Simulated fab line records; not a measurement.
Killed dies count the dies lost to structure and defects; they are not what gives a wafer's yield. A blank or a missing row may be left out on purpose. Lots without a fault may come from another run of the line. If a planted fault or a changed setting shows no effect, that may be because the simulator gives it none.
fab line records + flow rit_cmos
record:
- lots: 6
- wafers: 18
- last_day: 8
route steps=202 shown NWELL@38 PWELL@39 WELLDRIVE@50 NRETRO@53 M1@202
lots untouched by any fault: they come from a run of this same line in which no faults occurred
start_h: start of the lot's first displayed wafer, in hours after the record's first day + wait_h: how many hours have passed since the lot's step before this one + " as in the row above + L1.1+2: a single row standing in for several wafers + - either no value or no given start + * or withheld: withheld + < > ~ a bound
route shown NAME@n: a module of which the file shows steps, and the number in the route of the first + usual: average and standard deviation across the fault-free wafers + same: alike in all rows + chamber/n: place in a boat + sites: per-site readings + _std_site: how widely they spread, as a standard deviation + _edge_site: the outer-site mean with the inner-site mean subtracted + radius_mm: for every site, how far away it sits from the centre of the wafer + mask NAME#n: copy n + behind: the most recent tool/chamber to have shaped the wafer + hold: why the lot went on hold/how many hours it stayed there/how the hold came to an end + device: names the non-switching transistor (n, p or np) + end of line: tests run on the same wafers once the route is complete + where a step has no rows: the recipe by itself + killed: not the wafer's yield, but the dies lost to structure and defects at the first sort + map: per-die view of a wafer (x killed, . not killed, _ where there is no die)
set.NAME: the run value of the setting; set.NAME@STEP: its run value at that earlier step + model.NAME: the simulator's own value behind a step, which no gauge read
lots seen at some steps along the route; tables by step, rows by wafer
services: the hour from which a tool's chamber was out of use, counted from the record's first day as start_h (under 0 if before that day), plus the number of hours and why
== steps ==
step: RIT_NWELL_TW_MEAS_10
usual:
- NWELL_TW: 2149/30
| lot.wafer | tool          | chamber | start_h | wait_h | NWELL_TW |
|-----------|---------------|---------|---------|--------|----------|
| L857.2    | film_metro-03 | -       | 43.68   | 0.1    | 2171     |
| L857.3    | "             | -       | "       | "      | 2172     |
| L857.6    | "             | -       | "       | "      | 2169     |
| L859.1    | film_metro-03 | -       | 57.08   | 0.1    | 2174     |
| L859.2    | "             | -       | "       | "      | 2169     |
| L859.6    | "             | -       | "       | "      | 2167     |
| L863.1    | film_metro-01 | -       | 74.16   | 0.1    | 2097     |
| L863.2    | "             | -       | "       | "      | 2111     |
| L863.5    | "             | -       | "       | "      | 2094     |
| L867.1    | film_metro-01 | -       | 95.89   | 0.1    | 2106     |
| L867.2    | "             | -       | "       | "      | 2110     |
| L867.5    | "             | -       | "       | "      | 2109     |
| L872.1    | film_metro-03 | -       | 122.88  | 0.1    | 2175     |
| L872.2    | "             | -       | "       | "      | 2183     |
| L872.3    | "             | -       | "       | "      | 2176     |
| L875.1    | film_metro-03 | -       | 139.56  | 0.1    | 2183     |
| L875.4    | "             | -       | "       | "      | 2170     |
| L875.5    | "             | -       | "       | "      | 2182     |
step: RIT_PWELL_HMDS_00
recipe:
- prime_time_s: 60
- prime_temp_c: 140
step: RIT_PWELL_COAT_01
recipe:
- resist: NOVOLAK
- spin_rpm: 2000
- resist_thk_nm: 1300
step: RIT_PWELL_SOFTBAKE_02
recipe:
- resist: NOVOLAK
- temp_c: 90
- time_s: 60
step: RIT_PWELL_EXPOSE_03
recipe:
- mask_id: M3
- na: 0.57
- target_cd_nm: 43700
- dose_mj: 250
step: RIT_PWELL_PEB_04
recipe:
- resist: NOVOLAK
- temp_c: withheld
- time_s: withheld
step: RIT_PWELL_DEVELOP_05
recipe:
- resist: NOVOLAK
- develop_time_s: 68
- dev_temp_c: 23
step: RIT_PWELL_OVL_MEAS_06
usual:
- PWELL_OVL: -0.4/1.4
| lot.wafer | tool       | chamber | start_h | wait_h | PWELL_OVL[nm] |
|-----------|------------|---------|---------|--------|---------------|
| L857.2    | overlay-01 | -       | 44.75   | -      | -0.5          |
| L857.3    | "          | -       | "       | "      | 0.2           |
| L857.6    | "          | -       | "       | "      | -1.8          |
| L859.1    | overlay-01 | -       | 58.02   | -      | -1.0          |
| L859.2    | "          | -       | "       | "      | -0.1          |
| L859.6    | "          | -       | "       | "      | 2.8           |
| L863.1    | overlay-01 | -       | 75.14   | -      | -1.4          |
| L863.2    | "          | -       | "       | "      | 0.2           |
| L863.5    | "          | -       | "       | "      | -2.6          |
| L867.1    | overlay-01 | -       | 96.83   | -      | 0.3           |
| L867.2    | "          | -       | "       | "      | -0.4          |
| L867.5    | "          | -       | "       | "      | 0.6           |
| L872.1    | overlay-01 | -       | 123.82  | -      | -3.4          |
| L872.2    | "          | -       | "       | "      | -3.4          |
| L872.3    | "          | -       | "       | "      | -3.3          |
| L875.1    | overlay-02 | -       | 140.63  | -      | 0.9           |
| L875.4    | "          | -       | "       | "      | 0.3           |
| L875.5    | "          | -       | "       | "      | 1.5           |
step: RIT_PWELL_HARDBAKE_07
recipe:
- resist: NOVOLAK
- temp_c: 140
- time_s: 120
step: RIT_PWELL_IMPLANT_08
recipe:
- species: B
- energy_kev: 170
- dose_cm2: 7e+13
- tilt_deg: 7
step: RIT_PWELL_STRIP_09
recipe:
- chemistry: O2
- time_s: 180
- resist: NOVOLAK
- platen_temp_c: withheld
- power_w: 500
- pressure_mtorr: 4000
- o2_flow_sccm: 4000
usual:
- chamber_pressure_mTorr: 4000/3.7
- drypump_motor_current_A: 5.95/0.26
| lot.wafer | tool            | chamber | start_h | wait_h | chamber_pressure_mTorr | drypump_motor_current_A | rf_hours_counter_h |
|-----------|-----------------|---------|---------|--------|------------------------|-------------------------|--------------------|
| L857.2    | plasma_asher-02 | 1       | 45.18   | 0.1    | 4006                   | 5.61                    | 39                 |
| L857.3    | "               | 0       | "       | "      | 3992                   | 5.81                    | -                  |
| L857.6    | "               | 0       | "       | "      | 3997                   | 5.81                    | -                  |
| L859.1    | plasma_asher-03 | 1       | 58.46   | 0.1    | 4001                   | 5.96                    | 29                 |
| L859.2    | "               | 0       | "       | "      | 4006                   | 6.39                    | 29                 |
| L859.6    | "               | 0       | "       | "      | 4000                   | 6.41                    | -                  |
| L863.1    | plasma_asher-03 | 0       | 75.57   | 0.1    | 4002                   | 6.39                    | 31                 |
| L863.2    | "               | 1       | "       | "      | 4001                   | 5.91                    | 31                 |
| L863.5    | "               | 1       | "       | "      | 4001                   | 5.94                    | -                  |
| L867.1    | plasma_asher-04 | 1       | 97.35   | 0.1    | 3997                   | 5.88                    | 47                 |
| L867.2    | "               | 0       | "       | "      | 4002                   | 5.79                    | 47                 |
| L867.5    | "               | 0       | "       | "      | 4001                   | 5.79                    | -                  |
| L872.1    | plasma_asher-02 | 0       | 124.25  | 0.1    | 4000                   | 5.82                    | 45                 |
| L872.2    | "               | 1       | "       | "      | 4002                   | 5.63                    | 45                 |
| L872.3    | "               | 0       | "       | "      | 4000                   | 5.83                    | -                  |
| L875.1    | plasma_asher-04 | 1       | 141.06  | 0.1    | 4002                   | 5.90                    | 2                  |
| L875.4    | "               | 0       | "       | "      | 4005                   | 5.78                    | -                  |
| L875.5    | "               | 0       | "       | "      | 4000                   | 5.79                    | -                  |
step: RIT_PWELL_TW_MEAS_10
usual:
- PWELL_TW: 949/12
| lot.wafer | tool          | chamber | start_h | wait_h | PWELL_TW |
|-----------|---------------|---------|---------|--------|----------|
| L857.2    | film_metro-02 | -       | 45.36   | 0.1    | 952      |
| L857.3    | "             | -       | "       | "      | 948      |
| L857.6    | "             | -       | "       | "      | 946      |
| L859.1    | film_metro-01 | -       | 58.63   | 0.1    | 933      |
| L859.2    | "             | -       | "       | "      | 934      |
| L859.6    | "             | -       | "       | "      | 926      |
| L863.1    | film_metro-02 | -       | 75.75   | 0.1    | 956      |
| L863.2    | "             | -       | "       | "      | 955      |
| L863.5    | "             | -       | "       | "      | 952      |
| L867.1    | film_metro-03 | -       | 97.53   | 0.1    | 959      |
| L867.2    | "             | -       | "       | "      | 957      |
| L867.5    | "             | -       | "       | "      | 959      |
| L872.1    | film_metro-03 | -       | 124.43  | 0.1    | 962      |
| L872.2    | "             | -       | "       | "      | 966      |
| L872.3    | "             | -       | "       | "      | 969      |
| L875.1    | film_metro-03 | -       | 141.24  | 0.1    | 972      |
| L875.4    | "             | -       | "       | "      | 964      |
| L875.5    | "             | -       | "       | "      | 968      |
step: RIT_WELLDRIVE_ANNEAL_00
recipe:
- temp_c: 1100
- time_s: 14700
- ambient: N2
usual:
- run_length_s: 18264/6.7
- spike_tc_source_C: 1125.6/1.7
| lot.wafer | tool       | chamber | start_h | wait_h | run_length_s | spike_tc_source_C |
|-----------|------------|---------|---------|--------|--------------|-------------------|
| L857.2    | furnace-04 | 0       | 47.05   | 1.7    | 18265        | 1123.6            |
| L857.3    | "          | 0       | "       | "      | 18265        | 1123.5            |
| L857.6    | "          | 0       | "       | "      | 18265        | 1124.9            |
| L859.1    | furnace-03 | 0       | 58.69   | 0.1    | 18275        | 1126.3            |
| L859.2    | "          | 0       | "       | "      | 18275        | 1126.2            |
| L859.6    | "          | 0       | "       | "      | 18275        | 1126.1            |
| L863.1    | furnace-03 | 0       | 77.05   | 1.3    | 23414        | 1125.2            |
| L863.2    | "          | 0       | "       | "      | 23414        | 1125.1            |
| L863.5    | "          | 0       | "       | "      | 23414        | 1127.4            |
| L867.1    | furnace-03 | 0       | 98.55   | 1.0    | 23418        | 1127.5            |
| L867.2    | "          | 0       | "       | "      | 23418        | 1124.5            |
| L867.5    | "          | 0       | "       | "      | 23418        | 1126.2            |
| L872.1    | furnace-04 | 0       | 128.48  | 4.0    | 18262        | 1124.8            |
| L872.2    | "          | 0       | "       | "      | 18262        | 1123.3            |
| L872.3    | "          | 0       | "       | "      | 18262        | 1125.6            |
| L875.1    | furnace-04 | 0       | 146.12  | 4.9    | 18262        | 1123.5            |
| L875.4    | "          | 0       | "       | "      | 18262        | 1124.4            |
| L875.5    | "          | 0       | "       | "      | 18262        | 1122.6            |
step: RIT_WELLDRIVE_RS_MEAS_01
recipe:
- thk_meas_gauge: four-point-probe
usual:
- NWELL_RS: 275.6/0.68
| lot.wafer | tool          | chamber | start_h | wait_h | NWELL_RS[ohm/sq] |
|-----------|---------------|---------|---------|--------|------------------|
| L857.2    | film_metro-01 | -       | 52.16   | 0.0    | 275.1            |
| L857.3    | "             | -       | "       | "      | 274.6            |
| L857.6    | "             | -       | "       | "      | 275.5            |
| L859.1    | film_metro-01 | -       | 63.78   | 0.0    | 274.7            |
| L859.2    | "             | -       | "       | "      | 275.7            |
| L859.6    | "             | -       | "       | "      | 275.2            |
| L863.1    | film_metro-02 | -       | 82.14   | 0.0    | 261.4            |
| L863.2    | "             | -       | "       | "      | 261.3            |
| L863.5    | "             | -       | "       | "      | 261.3            |
| L867.1    | film_metro-01 | -       | 103.63  | 0.0    | 260.9            |
| L867.2    | "             | -       | "       | "      | 261.3            |
| L867.5    | "             | -       | "       | "      | 261.5            |
| L872.1    | film_metro-02 | -       | 133.57  | 0.0    | 275.3            |
| L872.2    | "             | -       | "       | "      | 275.8            |
| L872.3    | "             | -       | "       | "      | 275.8            |
| L875.1    | film_metro-02 | -       | 151.21  | 0.0    | 276.4            |
| L875.4    | "             | -       | "       | "      | 276.0            |
| L875.5    | "             | -       | "       | "      | 276.4            |
step: RIT_WELLDRIVE_RS_MEAS_02
recipe:
- thk_meas_gauge: four-point-probe
usual:
- PWELL_RS: 430.1/1.2
| lot.wafer | tool          | chamber | start_h | wait_h | PWELL_RS[ohm/sq] |
|-----------|---------------|---------|---------|--------|------------------|
| L857.2    | film_metro-01 | -       | 52.28   | 0.1    | 432.1            |
| L857.3    | "             | -       | "       | "      | 433.1            |
| L857.6    | "             | -       | "       | "      | 434.5            |
| L859.1    | film_metro-01 | -       | 63.90   | 0.1    | 429.1            |
| L859.2    | "             | -       | "       | "      | 428.5            |
| L859.6    | "             | -       | "       | "      | 428.8            |
| L863.1    | film_metro-02 | -       | 82.26   | 0.1    | 415.1            |
| L863.2    | "             | -       | "       | "      | 415.1            |
| L863.5    | "             | -       | "       | "      | 413.4            |
| L867.1    | film_metro-01 | -       | 103.75  | 0.1    | 414.4            |
| L867.2    | "             | -       | "       | "      | 414.4            |
| L867.5    | "             | -       | "       | "      | 414.4            |
| L872.1    | film_metro-02 | -       | 133.69  | 0.1    | 430.3            |
| L872.2    | "             | -       | "       | "      | 428.8            |
| L872.3    | "             | -       | "       | "      | 430.6            |
| L875.1    | film_metro-02 | -       | 151.33  | 0.1    | 429.8            |
| L875.4    | "             | -       | "       | "      | 429.5            |
| L875.5    | "             | -       | "       | "      | 431.2            |
step: RIT_NRETRO_HMDS_00
recipe:
- prime_time_s: 60
- prime_temp_c: 140
step: RIT_M1_PROBE_99
usual:
- killed_at_front_end: 6.6/2.7
- killed_dies: 6.7/2.7
- killed_open: 3.4/2
- killed_short: 3.2/1.8
same:
- gross_dies: 264
- killed_at_M0_to_M3: 0
- killed_at_M4_up: 0
- killed_at_back_side: 0
- killed_at_contacts: 0
- killed_at_other: 0
| lot.wafer | tool      | chamber | start_h | wait_h | killed_at_front_end | killed_dies | killed_open | killed_short | model.etest.nwell_pinched.rs_ohm_sq | model.etest.pwell_pinched.rs_ohm_sq | model.etest.pwell.rs_ohm_sq | model.etest.nmos_narrow.drive_ua_um | model.etest.nmos_0p3.drive_ua_um | model.etest.pmos_narrow.drive_ua_um | model.etest.field_n.vt_v | model.etest.field_p_metal.vt_v |
|-----------|-----------|---------|---------|--------|---------------------|-------------|-------------|--------------|-------------------------------------|-------------------------------------|-----------------------------|-------------------------------------|----------------------------------|-------------------------------------|--------------------------|--------------------------------|
| L857.2    | prober-02 | -       | 82.70   | 0.1    | 6                   | 6           | 3           | 3            | 335.2                               | 459.1                               | 414.1                       | 228.3                               | 227.6                            | 99.94                               | 34.56                    | -30.81                         |
| L857.3    | prober-02 | -       | 82.75   | 0.2    | 6                   | 6           | 3           | 3            | 337.1                               | 456                                 | 410.5                       | 229.8                               | 228.8                            | 101.3                               | 34.49                    | -31.04                         |
| L857.6    | prober-02 | -       | 82.90   | 0.2    | 5                   | 5           | 5           | 0            | 335.6                               | 463.8                               | 418                         | 232.8                               | 231.1                            | 102.7                               | 34.28                    | -31.5                          |
| L859.1    | prober-02 | -       | 94.60   | 0.1    | 7                   | 7           | 5           | 2            | 336.3                               | 456.8                               | 413.3                       | 223.8                               | 224.1                            | 97.82                               | 34.44                    | -30.42                         |
| L859.2    | prober-02 | -       | 94.65   | 0.1    | 5                   | 5           | 4           | 1            | 334.6                               | 451.2                               | 409.7                       | 234.9                               | 229.7                            | 103.3                               | 33.92                    | -30.58                         |
| L859.6    | prober-02 | -       | 94.85   | 0.2    | 6                   | 6           | 3           | 3            | 338.9                               | 459.8                               | 411.8                       | 229.4                               | 227.2                            | 98.94                               | 34                       | -30.66                         |
| L863.1    | prober-02 | -       | 113.21  | 0.1    | 9                   | 9           | 5           | 3            | 311.1                               | 437.1                               | 399.9                       | 232.9                               | 228.4                            | 107                                 | 32.3                     | -30.98                         |
| L863.2    | prober-02 | -       | 113.26  | 0.1    | 6                   | 6           | 4           | 2            | 313.9                               | 439                                 | 400.9                       | 229.5                               | 228                              | 106                                 | 32.69                    | -30.86                         |
| L863.5    | prober-02 | -       | 113.41  | 0.2    | 11                  | 11          | 3           | 7            | 312.7                               | 443.5                               | 402.9                       | 235.3                               | 232.6                            | 108.4                               | 32.51                    | -31.31                         |
| L867.1    | prober-02 | -       | 139.97  | 0.1    | 13                  | 13          | 6           | 5            | 316.1                               | 443                                 | 399                         | 229.6                               | 231.1                            | 102.2                               | 33.65                    | -29.89                         |
| L867.2    | prober-02 | -       | 140.02  | 0.1    | 6                   | 6           | 2           | 2            | 317.1                               | 446.6                               | 401.7                       | 230.1                               | 226.8                            | 101.7                               | 32.94                    | -30.01                         |
| L867.5    | prober-02 | -       | 140.17  | 0.2    | 7                   | 7           | 1           | 5            | 314.3                               | 436.9                               | 396.7                       | 230.9                               | 228.6                            | 102.3                               | 33.51                    | -30.61                         |
| L872.1    | prober-01 | -       | 175.09  | 0.1    | 7                   | 7           | 5           | 2            | 336.7                               | 459.4                               | 420.3                       | 228.8                               | 229.5                            | 103.5                               | 34.97                    | -28.27                         |
| L872.2    | prober-01 | -       | 175.14  | 0.1    | 9                   | 9           | 4           | 5            | 339.6                               | 458.8                               | 413.3                       | 223.6                               | 228.8                            | 102.1                               | 35.57                    | -28.17                         |
| L872.3    | prober-01 | -       | 175.19  | 0.2    | 15                  | 15          | 9           | 6            | 342.4                               | 460.1                               | 419.2                       | 218.4                               | 223.1                            | 99.45                               | 34.8                     | -28.41                         |
| L875.1    | prober-02 | -       | 189.16  | 0.1    | 6                   | 6           | 5           | 1            | 340.4                               | 468.7                               | 423.9                       | 229.4                               | 227.5                            | 101.6                               | 35.5                     | -28.44                         |
| L875.4    | prober-02 | -       | 189.31  | 0.2    | 5                   | 5           | 2           | 3            | 341.9                               | 459.7                               | 420.9                       | 225.7                               | 229.2                            | 102.7                               | 36.56                    | -28.4                          |
| L875.5    | prober-02 | -       | 189.36  | 0.2    | 8                   | 8           | 4           | 4            | 339.4                               | 467.8                               | 423.9                       | 227.4                               | 225.2                            | 101.9                               | 35.33                    | -28.56                         |
killed by level:class
L857.2 GATE:geometric_particle:short=2 GATE:geometric_particle:open=2 FOX1:geometric_particle:open=1 SPACER:geometric_particle:short=1
L857.3 GATE:geometric_particle:open=2 FOX1:geometric_particle:short=1 FOX2:geometric_particle:short=1 SPACER:geometric_particle:short=1 SILICIDE:geometric_particle:open=1
L857.6 FOX1:geometric_particle:open=2 REOX:geometric_particle:open=2 FOX2:geometric_particle:open=1
L859.1 GATE:geometric_particle:open=3 SILICIDE:geometric_particle:open=2 GATE:geometric_particle:short=1 SILICIDE:geometric_particle:short=1
L859.2 SPACER:geometric_particle:open=2 FOX2:geometric_particle:open=1 GATE:geometric_particle:open=1 SPACER:geometric_particle:short=1
L859.6 GATE:geometric_particle:open=2 GATE:geometric_particle:short=2 SPACER:geometric_particle:short=1 SPACER:geometric_particle:open=1
L863.1 FOX1:geometric_particle:open=2 GATE:geometric_particle:short=2 GATE:geometric_particle:open=1 REOX:geometric_particle:open=1 SPACER:geometric_particle:open=1 SILICIDE:geometric_particle:short=1 NSD:coat_microbubble_printed=1
L863.2 GATE:geometric_particle:open=3 FOX1:geometric_particle:short=1 SILICIDE:geometric_particle:short=1 SILICIDE:geometric_particle:open=1
L863.5 GATE:geometric_particle:short=4 FOX1:geometric_particle:short=2 GATE:geometric_particle:open=1 REOX:geometric_particle:open=1 SPACER:geometric_particle:open=1 SILICIDE:geometric_particle:short=1 NSD:coat_microbubble_printed=1
L867.1 GATE:geometric_particle:short=2 GATE:geometric_particle:open=2 REOX:geometric_particle:open=2 SPACER:geometric_particle:short=2 PSD:coat_microbubble_printed=2 FOX1:geometric_particle:open=1 FOX2:geometric_particle:short=1 SPACER:geometric_particle:open=1
L867.2 PSD:coat_microbubble_printed=2 FOX1:geometric_particle:short=1 GATE:geometric_particle:short=1 GATE:geometric_particle:open=1 REOX:geometric_particle:open=1
L867.5 SPACER:geometric_particle:short=3 GATE:geometric_particle:short=2 GATE:geometric_particle:open=1 PSD:coat_microbubble_printed=1
L872.1 GATE:geometric_particle:open=3 FOX2:geometric_particle:open=1 GATE:geometric_particle:short=1 SPACER:geometric_particle:short=1 SILICIDE:geometric_particle:open=1
L872.2 GATE:geometric_particle:open=3 REOX:geometric_particle:short=2 FOX1:geometric_particle:short=1 GATE:geometric_particle:short=1 SPACER:geometric_particle:short=1 SPACER:geometric_particle:open=1
L872.3 GATE:geometric_particle:open=5 GATE:geometric_particle:short=2 SPACER:geometric_particle:open=2 SILICIDE:geometric_particle:short=2 FOX2:geometric_particle:open=1 REOX:geometric_particle:open=1 REOX:geometric_particle:short=1 SPACER:geometric_particle:short=1
L875.1 GATE:geometric_particle:open=2 SPACER:geometric_particle:open=2 FOX1:geometric_particle:open=1 FOX2:geometric_particle:short=1
L875.4 ACTIVE:geometric_particle:short=1 GATE:geometric_particle:open=1 GATE:geometric_particle:short=1 SPACER:geometric_particle:open=1 SILICIDE:geometric_particle:short=1
L875.5 FOX1:geometric_particle:short=1 FOX2:geometric_particle:short=1 GATE:geometric_particle:open=1 GATE:geometric_particle:short=1 REOX:geometric_particle:open=1 SPACER:geometric_particle:short=1 SPACER:geometric_particle:open=1 SILICIDE:geometric_particle:open=1
== services ==
| tool            | chamber | start_h | hours | kind       |
|-----------------|---------|---------|-------|------------|
| plasma_asher-02 | -       | 30.61   | 0.4   | repair     |
| plasma_asher-02 | -       | 83.87   | 14.6  | pm         |
| furnace-03      | -       | 106.18  | 60.7  | pm         |
| plasma_asher-04 | -       | 108.75  | 9.0   | pm         |
| plasma_asher-04 | 0       | 108.75  | 9.0   | vent_cycle |
| plasma_asher-04 | 1       | 108.75  | 9.0   | vent_cycle |
| plasma_asher-04 | 0       | 117.75  | -     | clean      |
| plasma_asher-04 | 1       | 117.75  | -     | clean      |
== key ==
first_sign:
- step: RIT_WELLDRIVE_ANNEAL_00
- reading: run_length_s
- direction: up
- sigmas: 99+
- usual: *
- struck: *
effect:
- step: RIT_WELLDRIVE_RS_MEAS_01
- reading: NWELL_RS
- direction: down
- sigmas: 21
- usual: 275.6
- struck: 261.3
effect:
- step: RIT_WELLDRIVE_RS_MEAS_02
- reading: PWELL_RS
- direction: down
- sigmas: 13
- usual: 430.1
- struck: 414.5
model_effect:
- step: RIT_M1_PROBE_99
- value: etest.nwell_pinched.rs_ohm_sq
- without: 339.1
- struck: 314.2
met_at RIT_WELLDRIVE_ANNEAL_00
struck_wafers L863.1,L863.2,L863.5,L867.1,L867.2,L867.5
tester_left_out L863,L867
onset_between 58.69 77.05
fault:
- kind: process_parameter_drift
- tool: furnace-03
- chamber: -
- onset_h: 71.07
- steps: RIT_WELLDRIVE_ANNEAL_00
- channel: time_s
- offset: *
- shape: step
- end_h: 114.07
- acts_in: *
- stated: *
tester_left_out: of these lots the tester's yield and bins aren't shown, on N5 and GAA mostly nor the transistor test; their killed dies are dies lost to structure and defects alone, not to doping, threshold or leakage, so they don't give the yield
